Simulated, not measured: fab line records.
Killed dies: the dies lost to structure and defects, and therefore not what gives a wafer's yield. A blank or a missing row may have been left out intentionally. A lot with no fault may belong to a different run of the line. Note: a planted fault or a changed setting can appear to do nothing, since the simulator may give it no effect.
fab line records + flow rit_cmos
record:
- lots: 6
- wafers: 18
- last_day: 7
route steps=202 shown PRETRO@69 GATE@75 FOX2@80 M1@202
lots that met no fault: taken from a fault-free run of the same line
start_h: hours from the record's first day to the start of the lot's first wafer shown + wait_h: hours elapsed since this lot's preceding step + " unchanged from the row above + L1.1+2: several wafers, shown together as one row + - no value present, or no start provided + * or withheld: withheld + < > ~ a bound
route shown NAME@n: NAME is a module with steps in the file, n the number in the route of the first one + usual: mean/standard deviation of fault-free wafers + same: alike in all rows + chamber/n: place in a boat + sites: the reading at each site + _std_site: standard deviation across them + _edge_site: mean of outer sites minus mean of inner sites + radius_mm: how far each site lies from the wafer's centre + mask NAME#n: copy n + behind: the most recent tool/chamber to have shaped the wafer + hold: what put the lot on hold/how long, in hours/how the hold closed + device: transistor that didn't switch, given as n, p or np + end of line: the same wafers' tests at the end of the route + for a step that has no rows: nothing shown but its recipe + killed: dies lost to structure and defects at the first sort, not the wafer's yield + map: a wafer's dies, x killed, . not, _ none there
set.NAME: the setting that was run; set.NAME@STEP: the one run at that earlier step + model.NAME: the simulator's own value behind a step, which no gauge read
lots at some steps of the route; a table a step, a row a wafer
services: when a tool's chamber went out of use (start_h, in hours from the record's first day, below 0 if earlier), for how many hours, and the reason
== steps ==
step: RIT_PRETRO_DEVELOP_05
recipe:
- resist: NOVOLAK
- develop_time_s: 68
- dev_temp_c: 23
step: RIT_PRETRO_OVL_MEAS_06
usual:
- PRETRO_OVL: 0.0/1.5
| lot.wafer | tool       | chamber | start_h | wait_h | PRETRO_OVL[nm] |
|-----------|------------|---------|---------|--------|----------------|
| L460.1    | overlay-02 | -       | 47.45   | -      | -1.3           |
| L460.4    | "          | -       | "       | "      | -0.1           |
| L460.6    | "          | -       | "       | "      | -0.3           |
| L466.1    | overlay-02 | -       | 75.67   | -      | 2.0            |
| L466.2    | "          | -       | "       | "      | 1.5            |
| L466.6    | "          | -       | "       | "      | 0.8            |
| L473.1    | overlay-01 | -       | 113.00  | -      | -0.4           |
| L473.5    | "          | -       | "       | "      | 2.4            |
| L473.6    | "          | -       | "       | "      | 0.0            |
| L475.2    | overlay-01 | -       | 120.41  | -      | 1.1            |
| L475.4    | "          | -       | "       | "      | 0.6            |
| L475.5    | "          | -       | "       | "      | 2.8            |
| L476.3    | overlay-01 | -       | 125.71  | -      | 1.0            |
| L476.5    | "          | -       | "       | "      | 0.5            |
| L476.6    | "          | -       | "       | "      | -0.1           |
| L479.1    | overlay-01 | -       | 140.36  | -      | 0.4            |
| L479.2    | "          | -       | "       | "      | -0.6           |
| L479.3    | "          | -       | "       | "      | 1.4            |
step: RIT_PRETRO_HARDBAKE_07
recipe:
- resist: NOVOLAK
- temp_c: 140
- time_s: 120
step: RIT_PRETRO_IMPLANT_08
recipe:
- species: B
- energy_kev: 45
- dose_cm2: 1.2e+13
- tilt_deg: 7
step: RIT_PRETRO_STRIP_09
recipe:
- chemistry: O2
- time_s: 180
- resist: NOVOLAK
- platen_temp_c: withheld
- power_w: 500
- pressure_mtorr: 4000
- o2_flow_sccm: 4000
usual:
- drypump_motor_current_A: 6.0/0.49
| lot.wafer | tool            | chamber | start_h | wait_h | drypump_motor_current_A | rf_hours_counter_h |
|-----------|-----------------|---------|---------|--------|-------------------------|--------------------|
| L460.1    | plasma_asher-02 | 1       | 47.88   | 0.1    | 4.9                     | 37                 |
| L460.4    | "               | 0       | "       | "      | 6.8                     | -                  |
| L460.6    | "               | 1       | "       | "      | 4.9                     | -                  |
| L466.1    | plasma_asher-01 | 0       | 76.11   | 0.1    | 6.1                     | 41                 |
| L466.2    | "               | 1       | "       | "      | 6.0                     | 41                 |
| L466.6    | "               | 1       | "       | "      | 6.0                     | -                  |
| L473.1    | plasma_asher-01 | 1       | 113.44  | 0.1    | 6.0                     | 46                 |
| L473.5    | "               | 0       | "       | "      | 6.1                     | -                  |
| L473.6    | "               | 1       | "       | "      | 6.0                     | -                  |
| L475.2    | plasma_asher-03 | 1       | 120.84  | 0.1    | 5.8                     | 0                  |
| L475.4    | "               | 1       | "       | "      | 5.8                     | -                  |
| L475.5    | "               | 1       | "       | "      | 5.8                     | -                  |
| L476.3    | plasma_asher-02 | 0       | 126.19  | 0.1    | 6.8                     | -                  |
| L476.5    | "               | 0       | "       | "      | 6.8                     | -                  |
| L476.6    | "               | 1       | "       | "      | 4.9                     | -                  |
| L479.1    | plasma_asher-03 | 1       | 140.79  | 0.1    | 5.8                     | 2                  |
| L479.2    | "               | 0       | "       | "      | 6.4                     | 2                  |
| L479.3    | "               | 1       | "       | "      | 5.8                     | -                  |
step: RIT_PRETRO_TW_MEAS_10
usual:
- PRETRO_TW: 475/4.5
| lot.wafer | tool          | chamber | start_h | wait_h | PRETRO_TW |
|-----------|---------------|---------|---------|--------|-----------|
| L460.1    | film_metro-03 | -       | 48.06   | 0.1    | 471       |
| L460.4    | "             | -       | "       | "      | 468       |
| L460.6    | "             | -       | "       | "      | 474       |
| L466.1    | film_metro-04 | -       | 76.28   | 0.1    | 485       |
| L466.2    | "             | -       | "       | "      | 482       |
| L466.6    | "             | -       | "       | "      | 482       |
| L473.1    | film_metro-02 | -       | 113.62  | 0.1    | 472       |
| L473.5    | "             | -       | "       | "      | 468       |
| L473.6    | "             | -       | "       | "      | 474       |
| L475.2    | film_metro-02 | -       | 121.03  | 0.1    | 475       |
| L475.4    | "             | -       | "       | "      | 476       |
| L475.5    | "             | -       | "       | "      | 474       |
| L476.3    | film_metro-04 | -       | 126.33  | 0.1    | 477       |
| L476.5    | "             | -       | "       | "      | 478       |
| L476.6    | "             | -       | "       | "      | 475       |
| L479.1    | film_metro-03 | -       | 140.97  | 0.1    | 473       |
| L479.2    | "             | -       | "       | "      | 474       |
| L479.3    | "             | -       | "       | "      | 472       |
step: RIT_GATE_WET_ETCH_00
recipe:
- chemistry: BOE
- target: SiO2
- target_depth_nm: 56
- time_s: 60
- dry: n2_spin
- dilution: 10:1
- temp_c: 21.5
step: RIT_GATE_CLEAN_01
recipe:
- chemistry: SC1
- mix: 3:3:50
- time_s: 600
- temp_c: 75
step: RIT_GATE_CLEAN_02
recipe:
- chemistry: dHF
- dilution: 50:1
- time_s: 30
step: RIT_GATE_CLEAN_03
recipe:
- chemistry: SC2
- mix: 3:3:50
- time_s: 600
- temp_c: 75
- dry: n2_spin
step: RIT_GATE_CLEAN_04
recipe:
- chemistry: dHF
- dilution: 50:1
- time_s: 60
- dry: n2_spin
step: RIT_FOX2_THK_MEAS_91
recipe:
- reads: SiO2_of_FOX2_OXIDATION_00
usual:
- FIELD_OXIDE_LEFT_2_THK: 256/7.9
| lot.wafer | tool          | chamber | start_h | wait_h | FIELD_OXIDE_LEFT_2_THK[nm] |
|-----------|---------------|---------|---------|--------|----------------------------|
| L460.1    | film_metro-01 | -       | 48.55   | 0.0    | 266                        |
| L460.4    | "             | -       | "       | "      | 268                        |
| L460.6    | "             | -       | "       | "      | 268                        |
| L466.1    | film_metro-03 | -       | 76.77   | 0.0    | 258                        |
| L466.2    | "             | -       | "       | "      | 266                        |
| L466.6    | "             | -       | "       | "      | 259                        |
| L473.1    | film_metro-03 | -       | 114.10  | 0.0    | 243                        |
| L473.5    | "             | -       | "       | "      | 249                        |
| L473.6    | "             | -       | "       | "      | 247                        |
| L475.2    | film_metro-04 | -       | 121.52  | 0.0    | 262                        |
| L475.4    | "             | -       | "       | "      | 261                        |
| L475.5    | "             | -       | "       | "      | 258                        |
| L476.3    | film_metro-03 | -       | 126.81  | 0.0    | 256                        |
| L476.5    | "             | -       | "       | "      | 254                        |
| L476.6    | "             | -       | "       | "      | 253                        |
| L479.1    | film_metro-04 | -       | 141.46  | 0.0    | 252                        |
| L479.2    | "             | -       | "       | "      | 256                        |
| L479.3    | "             | -       | "       | "      | 262                        |
step: RIT_GATE_OXIDATION_05
recipe:
- temp_c: 900
- ambient: O2
- target_thk_a: 30
- ox_time_s: 270
usual:
- spike_tc_centre_C: 902.3/1.2
- tube_center_temp_C: 900/0.08
- tube_center_temp_C_max: 902.3/0.38
| lot.wafer | tool       | chamber | start_h | wait_h | spike_tc_centre_C | tube_center_temp_C | tube_center_temp_C_max | model.SiO2_of_GATE_OXIDATION_05.thk_nm |
|-----------|------------|---------|---------|--------|-------------------|--------------------|------------------------|----------------------------------------|
| L460.1    | furnace-04 | 0       | 49.86   | 1.3    | 902.0             | 900.12             | 902.7                  | 3.095                                  |
| L460.4    | "          | 0       | "       | "      | 903.6             | 900.11             | 902.4                  | 3.195                                  |
| L460.6    | "          | 0       | "       | "      | 901.7             | 900.01             | 902.1                  | 3.198                                  |
| L466.1    | furnace-02 | 0       | 77.05   | 0.3    | 901.3             | 900.02             | 902.1                  | 3.085                                  |
| L466.2    | "          | 0       | "       | "      | 902.1             | 900.01             | 902.0                  | 3.102                                  |
| L466.6    | "          | 0       | "       | "      | 900.5             | 900.01             | 902.3                  | 3.053                                  |
| L473.1    | furnace-04 | 0       | 114.16  | 0.1    | 897.6             | 895.09             | 896.7                  | 2.81                                   |
| L473.5    | "          | 0       | "       | "      | 898.1             | 895.09             | 897.5                  | 2.808                                  |
| L473.6    | "          | 0       | "       | "      | 898.7             | 895.23             | 897.7                  | 2.763                                  |
| L475.2    | furnace-02 | 0       | 122.05  | 0.5    | 900.3             | 899.93             | 901.9                  | 3.01                                   |
| L475.4    | "          | 0       | "       | "      | 901.9             | 899.92             | 903.4                  | 3.036                                  |
| L475.5    | "          | 0       | "       | "      | 901.4             | 899.92             | 902.0                  | 3.022                                  |
| L476.3    | furnace-04 | 0       | 126.85  | 0.0    | 898.2             | 894.91             | 897.3                  | 2.688                                  |
| L476.5    | "          | 0       | "       | "      | 899.4             | 894.99             | 897.4                  | 2.657                                  |
| L476.6    | "          | 0       | "       | "      | 898.8             | 895.04             | 897.4                  | 2.73                                   |
| L479.1    | furnace-02 | 0       | 142.83  | 1.4    | 902.1             | 899.95             | 902.9                  | 3.076                                  |
| L479.2    | "          | 0       | "       | "      | 901.2             | 899.92             | 902.5                  | 3.098                                  |
| L479.3    | "          | 0       | "       | "      | 903.6             | 899.87             | 902.5                  | 3.099                                  |
step: RIT_GATE_ANNEAL_06
recipe:
- temp_c: 900
- time_s: 600
- ambient: N2O
step: RIT_GATE_THK_MEAS_07
recipe:
- reads: SiO2_of_GATE_OXIDATION_05
usual:
- GATE_OXIDE_THK: 3.04/0.078
| lot.wafer | tool          | chamber | start_h | wait_h | hold                     | GATE_OXIDE_THK[nm] |
|-----------|---------------|---------|---------|--------|--------------------------|--------------------|
| L460.1    | film_metro-03 | -       | 52.30   | 0.0    | -                        | 3.04               |
| L460.4    | "             | -       | "       | "      | -                        | 3.20               |
| L460.6    | "             | -       | "       | "      | -                        | 3.16               |
| L466.1    | film_metro-04 | -       | 78.38   | 0.0    | -                        | 3.08               |
| L466.2    | "             | -       | "       | "      | -                        | 3.06               |
| L466.6    | "             | -       | "       | "      | -                        | 3.05               |
| L473.1    | film_metro-04 | -       | 117.41  | 0.0    | -                        | 2.88               |
| L473.5    | "             | -       | "       | "      | -                        | 2.80               |
| L473.6    | "             | -       | "       | "      | -                        | 2.76               |
| L475.2    | film_metro-04 | -       | 123.39  | 0.0    | -                        | 3.03               |
| L475.4    | "             | -       | "       | "      | -                        | 3.06               |
| L475.5    | "             | -       | "       | "      | -                        | 3.01               |
| L476.3    | film_metro-01 | -       | 128.19  | 0.0    | await_dispo/0.2h/release | 2.69               |
| L476.5    | "             | -       | "       | "      | await_dispo/0.2h/release | 2.64               |
| L476.6    | "             | -       | "       | "      | await_dispo/0.2h/release | 2.71               |
| L476.3    | film_metro-01 | -       | 128.42  | 0.2    | -                        | 2.69               |
| L476.5    | "             | -       | "       | "      | -                        | 2.65               |
| L476.6    | "             | -       | "       | "      | -                        | 2.75               |
| L479.1    | film_metro-04 | -       | 144.15  | 0.0    | -                        | 3.07               |
| L479.2    | "             | -       | "       | "      | -                        | 3.06               |
| L479.3    | "             | -       | "       | "      | -                        | 3.09               |
step: RIT_M1_PROBE_99
usual:
- killed_at_front_end: 6.5/3
- killed_dies: 7/3
- killed_on_rim: 1.8/1.5
- killed_open: 3.2/2
- killed_short: 3.2/1.9
same:
- gross_dies: 264
- killed_at_M0_to_M3: 0
- killed_at_M4_up: 0
- killed_at_back_side: 0
- killed_at_contacts: 0
- killed_at_other: 0
| lot.wafer | tool      | chamber | start_h | wait_h | killed_at_front_end | killed_dies | killed_on_rim | killed_open | killed_short | model.etest.pmos_0p3.r_on_ohm_um | model.etest.nmos_0p3.r_on_ohm_um | model.etest.nmos_narrow.drive_ua_um | model.etest.nmos_0p3.drive_ua_um | model.etest.pmos_0p3.drive_ua_um | model.etest.pmos_narrow.drive_ua_um | model.etest.nmos_0p15.swing_mv_dec | model.etest.pmos_0p15.swing_mv_dec |
|-----------|-----------|---------|---------|--------|---------------------|-------------|---------------|-------------|--------------|----------------------------------|----------------------------------|-------------------------------------|----------------------------------|----------------------------------|-------------------------------------|------------------------------------|------------------------------------|
| L460.1    | prober-02 | -       | 75.49   | 0.1    | 4                   | 4           | 1             | 1           | 3            | 6429                             | 2192                             | 222.3                               | 224.3                            | 97.71                            | 97.61                               | 87.41                              | 85.75                              |
| L460.4    | prober-02 | -       | 75.64   | 0.2    | 3                   | 3           | 2             | 2           | 1            | 6726                             | 2261                             | 211                                 | 214                              | 91.72                            | 91.98                               | 87.58                              | 85.96                              |
| L460.6    | prober-02 | -       | 75.74   | 0.2    | 7                   | 7           | 2             | 3           | 4            | 6734                             | 2226                             | 208.6                               | 212.8                            | 91.28                            | 91.79                               | 87.26                              | 85.67                              |
| L466.1    | prober-02 | -       | 101.71  | 0.1    | 7                   | 7           | 2             | 1           | 6            | 6341                             | 2177                             | 217.3                               | 223.2                            | 99.7                             | 98.67                               | 87.61                              | 85.41                              |
| L466.2    | prober-02 | -       | 101.76  | 0.1    | 7                   | 7           | 1             | 3           | 4            | 6277                             | 2137                             | 215.2                               | 220.4                            | 98.75                            | 99.52                               | 87.29                              | 85.3                               |
| L466.6    | prober-02 | -       | 101.96  | 0.2    | 4                   | 4           | 0             | 0           | 4            | 6309                             | 2155                             | 220.9                               | 223.8                            | 100.1                            | 99.47                               | 87.05                              | 85.1                               |
| L473.1    | prober-01 | -       | 141.18  | 0.1    | 9                   | 9           | 2             | 7           | 2            | 5947                             | 2084                             | 250.9                               | 242.8                            | 110.5                            | 113.8                               | 84.74                              | 83.05                              |
| L473.5    | prober-01 | -       | 141.38  | 0.2    | 13                  | 13          | 3             | 7           | 6            | 5898                             | 2087                             | 252.2                               | 246                              | 112.6                            | 114.8                               | 84.97                              | 83.34                              |
| L473.6    | prober-01 | -       | 141.43  | 0.2    | 5                   | 5           | 1             | 2           | 3            | 5813                             | 2046                             | 252.9                               | 248.9                            | 114.9                            | 116.6                               | 84.22                              | 82.87                              |
| L475.2    | prober-01 | -       | 146.88  | 0.1    | 15                  | 15          | 2             | 9           | 5            | 6252                             | 2172                             | 219.1                               | 217.3                            | 100.1                            | 102.6                               | 85.74                              | 83.85                              |
| L475.4    | prober-01 | -       | 146.98  | 0.2    | 5                   | 5           | 1             | 4           | 1            | 6371                             | 2194                             | 220.1                               | 220                              | 98.43                            | 101.8                               | 85.87                              | 84                                 |
| L475.5    | prober-01 | -       | 147.03  | 0.2    | 5                   | 5           | 2             | 2           | 3            | 6314                             | 2190                             | 220.3                               | 217.2                            | 100.7                            | 102.7                               | 85.44                              | 83.79                              |
| L476.3    | prober-02 | -       | 155.17  | 0.2    | 7                   | 7           | 1             | 5           | 2            | -                                | -                                | -                                   | -                                | -                                | -                                   | -                                  | -                                  |
| L476.5    | prober-02 | -       | 155.27  | 0.2    | 7                   | 7           | 5             | 4           | 3            | -                                | -                                | -                                   | -                                | -                                | -                                   | -                                  | -                                  |
| L476.6    | prober-02 | -       | 155.32  | 0.2    | 7                   | 7           | 1             | 3           | 4            | -                                | -                                | -                                   | -                                | -                                | -                                   | -                                  | -                                  |
| L479.1    | prober-01 | -       | 167.38  | 0.1    | 8                   | 8           | 3             | 4           | 3            | 6268                             | 2166                             | 224.1                               | 222.2                            | 100.1                            | 103                                 | 86.74                              | 84.9                               |
| L479.2    | prober-01 | -       | 167.43  | 0.1    | 12                  | 12          | 4             | 5           | 6            | 6310                             | 2200                             | 215                                 | 218                              | 98.87                            | 100.1                               | 86.78                              | 84.82                              |
| L479.3    | prober-01 | -       | 167.48  | 0.2    | 6                   | 6           | 0             | 2           | 4            | 6378                             | 2189                             | 219.6                               | 217.2                            | 98.53                            | 99.69                               | 86.94                              | 84.74                              |
killed by level:class
L460.1 GATE:geometric_particle:short=2 GATE:geometric_particle:open=1 REOX:geometric_particle:short=1
L460.4 GATE:geometric_particle:short=1 GATE:geometric_particle:open=1 SILICIDE:geometric_particle:open=1
L460.6 ACTIVE:geometric_particle:open=1 FOX1:geometric_particle:short=1 FOX1:geometric_particle:open=1 GATE:geometric_particle:short=1 REOX:geometric_particle:open=1 REOX:geometric_particle:short=1 SILICIDE:geometric_particle:short=1
L466.1 FOX1:geometric_particle:short=2 SILICIDE:geometric_particle:short=2 GATE:geometric_particle:short=1 SPACER:geometric_particle:short=1 SILICIDE:geometric_particle:open=1
L466.2 SPACER:geometric_particle:open=2 SILICIDE:geometric_particle:short=2 GATE:geometric_particle:short=1 REOX:geometric_particle:open=1 REOX:geometric_particle:short=1
L466.6 FOX1:geometric_particle:short=1 GATE:geometric_particle:short=1 SPACER:geometric_particle:short=1 SILICIDE:geometric_particle:short=1
L473.1 GATE:geometric_particle:open=3 FOX1:geometric_particle:open=2 REOX:geometric_particle:open=2 GATE:geometric_particle:short=1 REOX:geometric_particle:short=1
L473.5 GATE:geometric_particle:open=3 GATE:geometric_particle:short=3 FOX1:geometric_particle:open=2 FOX1:geometric_particle:short=1 REOX:geometric_particle:short=1 REOX:geometric_particle:open=1 SPACER:geometric_particle:open=1 SILICIDE:geometric_particle:short=1
L473.6 FOX1:geometric_particle:short=1 GATE:geometric_particle:short=1 REOX:geometric_particle:open=1 SILICIDE:geometric_particle:open=1 SILICIDE:geometric_particle:short=1
L475.2 FOX1:geometric_particle:open=4 GATE:geometric_particle:open=3 FOX1:geometric_particle:short=2 GATE:geometric_particle:short=2 ACTIVE:geometric_particle:open=1 REOX:geometric_particle:short=1 SILICIDE:geometric_particle:open=1 NWELL:coat_microbubble_printed=1
L475.4 GATE:geometric_particle:open=3 FOX1:geometric_particle:open=1 FOX1:geometric_particle:short=1
L475.5 REOX:geometric_particle:short=2 GATE:geometric_particle:short=1 GATE:geometric_particle:open=1 REOX:geometric_particle:open=1
L476.3 ACTIVE:geometric_particle:open=1 FOX2:geometric_particle:open=1 GATE:geometric_particle:short=1 REOX:geometric_particle:open=1 SPACER:geometric_particle:open=1 SPACER:geometric_particle:short=1 SILICIDE:geometric_particle:open=1
L476.5 GATE:geometric_particle:short=2 FOX1:geometric_particle:open=1 FOX1:geometric_particle:short=1 REOX:geometric_particle:open=1 SPACER:geometric_particle:open=1 SILICIDE:geometric_particle:open=1
L476.6 SPACER:geometric_particle:open=2 FOX2:geometric_particle:short=1 GATE:geometric_particle:short=1 GATE:geometric_particle:open=1 SPACER:geometric_particle:short=1 SILICIDE:geometric_particle:short=1
L479.1 GATE:geometric_particle:short=2 GATE:geometric_particle:open=2 FOX1:geometric_particle:open=1 FOX2:geometric_particle:short=1 SILICIDE:geometric_particle:open=1 ACTIVE:coat_microbubble_printed=1
L479.2 GATE:geometric_particle:short=4 GATE:geometric_particle:open=3 REOX:geometric_particle:short=2 FOX1:geometric_particle:open=1 SILICIDE:geometric_particle:open=1 ACTIVE:coat_microbubble_printed=1
L479.3 GATE:geometric_particle:open=2 FOX1:geometric_particle:short=1 FOX2:geometric_particle:short=1 GATE:geometric_particle:short=1 SPACER:geometric_particle:short=1
== services ==
| tool            | chamber | start_h | hours | kind       |
|-----------------|---------|---------|-------|------------|
| plasma_asher-02 | -       | 50.39   | 3.1   | repair     |
| plasma_asher-03 | -       | 108.75  | 9.0   | pm         |
| plasma_asher-03 | 0       | 108.75  | 9.0   | vent_cycle |
| plasma_asher-03 | 1       | 108.75  | 9.0   | vent_cycle |
| plasma_asher-02 | -       | 111.69  | 0.8   | repair     |
| plasma_asher-03 | 0       | 117.75  | -     | clean      |
| plasma_asher-03 | 1       | 117.75  | -     | clean      |
| plasma_asher-01 | -       | 122.12  | 4.2   | pm         |
| furnace-04      | -       | 134.50  | 3.5   | pm         |
== key ==
first_sign:
- step: RIT_GATE_OXIDATION_05
- reading: tube_center_temp_C
- direction: down
- sigmas: 55
- usual: *
- struck: *
effect:
- step: RIT_GATE_OXIDATION_05
- reading: tube_center_temp_C_max
- direction: down
- sigmas: 13
- usual: *
- struck: *
effect:
- step: RIT_GATE_THK_MEAS_07
- reading: visit
- direction: added
model_effect:
- step: RIT_GATE_OXIDATION_05
- value: SiO2_of_GATE_OXIDATION_05.thk_nm
- without: 2.923
- struck: 2.743
model_effect:
- step: RIT_M1_PROBE_99
- value: etest.pmos_0p3.r_on_ohm_um
- without: 6187
- struck: 5886
met_at RIT_GATE_OXIDATION_05
struck_wafers L473.1,L473.5,L473.6,L476.3,L476.5,L476.6
tester_left_out L473,L476
onset_between 49.86 114.16
fault:
- kind: process_parameter_drift
- tool: furnace-04
- chamber: -
- onset_h: 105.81
- steps: RIT_GATE_OXIDATION_05
- channel: temp_c
- offset: *
- shape: step
- end_h: 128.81
- acts_in: *
- stated: *
tester_left_out: of these lots the tester's yield and bins aren't shown, on N5 and GAA mostly nor the transistor test; their killed dies are dies lost to structure and defects alone, not to doping, threshold or leakage, so they don't give the yield
